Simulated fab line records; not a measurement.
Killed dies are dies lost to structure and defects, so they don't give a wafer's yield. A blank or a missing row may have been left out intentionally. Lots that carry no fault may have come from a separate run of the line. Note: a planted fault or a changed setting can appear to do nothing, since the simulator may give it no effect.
What tool caused it?    flow ritCmos    Sampling: 15 lots, 45 wafers, 5 of 202 route steps

WHAT EACH GAUGE READ, for each wafer
RIT_PRETRO_TW_MEAS_10.
lot   measured     on            PRETRO_TW
L718  day 3 00:13  filmMetro-04  478.4 476.7 479.4
L719  day 3 04:26  filmMetro-02  475.2 475.8 479.0
L720  day 3 08:45  filmMetro-03  482.1 480.4 474.5
L721  day 3 15:35  filmMetro-02  474.2 478.2 477.8
L722  day 3 20:28  filmMetro-02  475.5 476.6 473.9
L723  day 3 23:55  filmMetro-03  482.7 483.7 481.7
L724  day 4 04:46  filmMetro-03  481.0 482.9 480.8
L725  day 4 10:13  filmMetro-02  475.3 474.9 480.6
L726  day 4 19:05  filmMetro-03  494.2 491.4 497.4
L727  day 5 01:55  filmMetro-02  475.1 474.7 475.5
L728  day 5 06:18  filmMetro-03  493.8 496.0 491.3
L729  day 5 14:01  filmMetro-04  496.4 495.6 491.1
L735  day 6 23:26  filmMetro-02  479.4 478.9 477.7
L736  day 6 23:46  filmMetro-03  479.5 476.8 478.3
L739  day 7 08:09  filmMetro-04  481.1 477.2 479.5

RIT_PLDD_TW_MEAS_10.
lot   measured     on            PLDD_TW
L718  day 3 16:02  filmMetro-04  2353 2345 2354
L719  day 3 18:34  filmMetro-04  2352 2362 2358
L720  day 4 01:27  filmMetro-04  2375 2369 2371
L721  day 4 12:06  filmMetro-04  2368 2367 2378
L722  day 4 20:09  filmMetro-04  2375 2368 2389
L723  day 4 20:23  filmMetro-02  2352 2355 2350
L724  day 5 01:07  filmMetro-04  2369 2366 2360
L725  day 5 08:14  filmMetro-02  2331 2346 2341
L726  day 5 19:45  filmMetro-02  2343 2358 2353
L727  day 6 01:43  filmMetro-04  2367 2382 2386
L728  day 6 08:10  filmMetro-01  2361 2352 2368
L729  day 6 17:13  filmMetro-04  2375 2371 2368
L735  day 7 19:20  filmMetro-04  2356 2359 2364
L736  day 7 16:37  filmMetro-02  2347 2342 2336
L739  day 7 22:56  filmMetro-02  2354 2334 2350

RIT_CONTACT_OVL_MEAS_09.
lot   measured     on          CONTACT_OVL (nm)
L718  day 4 00:27  overlay-01  1.4 1.3 0.2
L719  day 4 03:06  overlay-02  3.5 1.8 4.4
L720  day 4 09:45  overlay-01  1.2 0.0 -1.1
L721  day 4 20:31  overlay-01  0.9 -0.3 1.5
L722  day 5 04:29  overlay-01  2.4 2.2 2.9
L723  day 5 04:44  overlay-01  -1.1 -1.3 -0.9
L724  day 5 09:19  overlay-02  2.5 2.4 1.9
L725  day 5 16:38  overlay-01  3.5 0.3 4.1
L726  day 6 04:05  overlay-02  0.8 1.1 1.4
L727  day 6 09:58  overlay-02  0.7 0.9 0.7
L728  day 6 16:25  overlay-02  3.1 1.1 3.9
L729  day 7 01:49  overlay-02  2.8 1.5 4.2
L735  day 8 04:15  overlay-01  0.5 1.2 0.5
L736  day 8 01:34  overlay-02  0.6 -0.9 -1.3
L739  day 8 08:49  overlay-01  1.6 0.6 0.0

RIT_CONTACT_CD_MEAS_90 targets a cd of 1000 nm.
lot   measured     on        cdNm (nm)
L718  day 4 01:01  cdSem-02  1001.8 999.4 1002.5
L719  day 4 03:47  cdSem-02  998.5 1001.6 999.0
L720  day 4 10:19  cdSem-02  996.6 998.7 999.1
L721  day 4 21:05  cdSem-02  1002.3 1000.3 997.2
L722  day 5 05:02  cdSem-02  1000.5 1000.7 1000.0
L723  day 5 05:17  cdSem-02  1004.4 1004.7 1005.4
L724  day 5 09:53  cdSem-02  997.2 999.1 998.4
L725  day 5 17:13  cdSem-02  999.4 1001.2 999.8
L726  day 6 04:38  cdSem-02  999.8 999.7 1000.4
L727  day 6 10:32  cdSem-02  1002.0 999.3 1002.5
L728  day 6 16:58  cdSem-01  1002.9 1000.5 1000.2
L729  day 7 02:23  cdSem-01  1000.2 998.8 1000.6
L735  day 8 04:49  cdSem-02  1004.4 1002.0 1003.6
L736  day 8 02:13  cdSem-01  999.1 1000.1 999.4
L739  day 8 09:24  cdSem-02  1002.0 998.3 1001.6

WHICH TOOL RAN EACH LOT (tool, then ch and the chambers of the sampled wafers, then the start)
lot   RIT_PRETRO_IMPLANT_08
L718  implanter-04 ch 0, day 2 23:54
L719  implanter-01 ch 0, day 3 04:09
L720  implanter-01 ch 0, day 3 08:26
L721  implanter-01 ch 0, day 3 15:17
L722  implanter-04 ch 0, day 3 20:09
L723  implanter-04 ch 0, day 3 23:35
L724  implanter-01 ch 0, day 4 04:28
L725  implanter-04 ch 0, day 4 09:55
L726  implanter-04 ch 0, day 4 18:46
L727  implanter-02 ch 0, day 5 01:37
L728  implanter-04 ch 0, day 5 05:58
L729  implanter-04 ch 0, day 5 13:41
L735  implanter-02 ch 0, day 6 23:08
L736  implanter-01 ch 0, day 6 23:26
L739  implanter-02 ch 0, day 7 07:52
- RIT_PRETRO_IMPLANT_08

WHAT THE TOOLS THEMSELVES READ (means of the sampled wafers that have a number; where no wafer has one, the mark that the record gives instead)
RIT_PRETRO_IMPLANT_08.
lot   tool          beamEnergyKeV
L718  implanter-04  45.008
L719  implanter-01  45.005
L720  implanter-01  45.003
L721  implanter-01  45.021
L722  implanter-04  45.001
L723  implanter-04  44.996
L724  implanter-01  44.995
L725  implanter-04  44.994
L726  implanter-04  54.907
L727  implanter-02  45.014
L728  implanter-04  54.918
L729  implanter-04  54.896
L735  implanter-02  45.010
L736  implanter-01  44.985
L739  implanter-02  45.009

THE ANSWER, worked out from the rows above alone
Rule: what is usual is taken from the lots themselves. Put in order of their means at a reading, lots are off if they are a third of the lots or fewer, leave a main group of 4 or more, and stand apart from it by a gap of 3 or more times the standard deviation of the main group's means; of several such gaps the widest counts. A main group is skipped when, at the precision printed for the reading in the tables above, its means are all equal. Also off: a lot with no number at a reading for which 4 or more lots have one. Any other lot the step has rows for is counted as sound. Order of review: gauges by route order, followed by the tools' own readings, for which a lot's mean as printed above is used. At the first step where some lot is off, the reading lying furthest off is the one used; lots without a number count as furthest.
Off: at RIT_PRETRO_TW_MEAS_10 (PRETRO_TW), L726, L728, L729. For the main group the mean is 478.2 and the standard deviation 2.2.
If a tool, at a process step before that reading, ran all the lots that are off and no sound lot after the first of them, it fits. The gauges at RIT_PRETRO_TW_MEAS_10 aren't tried: what is off there is off at RIT_PRETRO_IMPLANT_08 too, on other tools, and a gauge's error can't cause that. One fits: implanter-04 at RIT_PRETRO_IMPLANT_08. A fault onset in the window from L725 (day 4 09:55, its last sound lot) to L726 (day 4 18:46, its first lot off) fits.
The tool's own readings at RIT_PRETRO_IMPLANT_08 bear it out: on the lots that are off they differ by more than 5 times the standard deviation of the sound lots' means. beamEnergyKeV reads 54.907 there against 45.003 on the sound lots.

WHAT THE SIMULATOR PUT IN
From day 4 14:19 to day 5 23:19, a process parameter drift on implanter-04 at RIT_PRETRO_IMPLANT_08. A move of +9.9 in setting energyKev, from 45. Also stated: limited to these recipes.
Lots struck among those shown: L726, L728, L729. The same result came from the rule above.
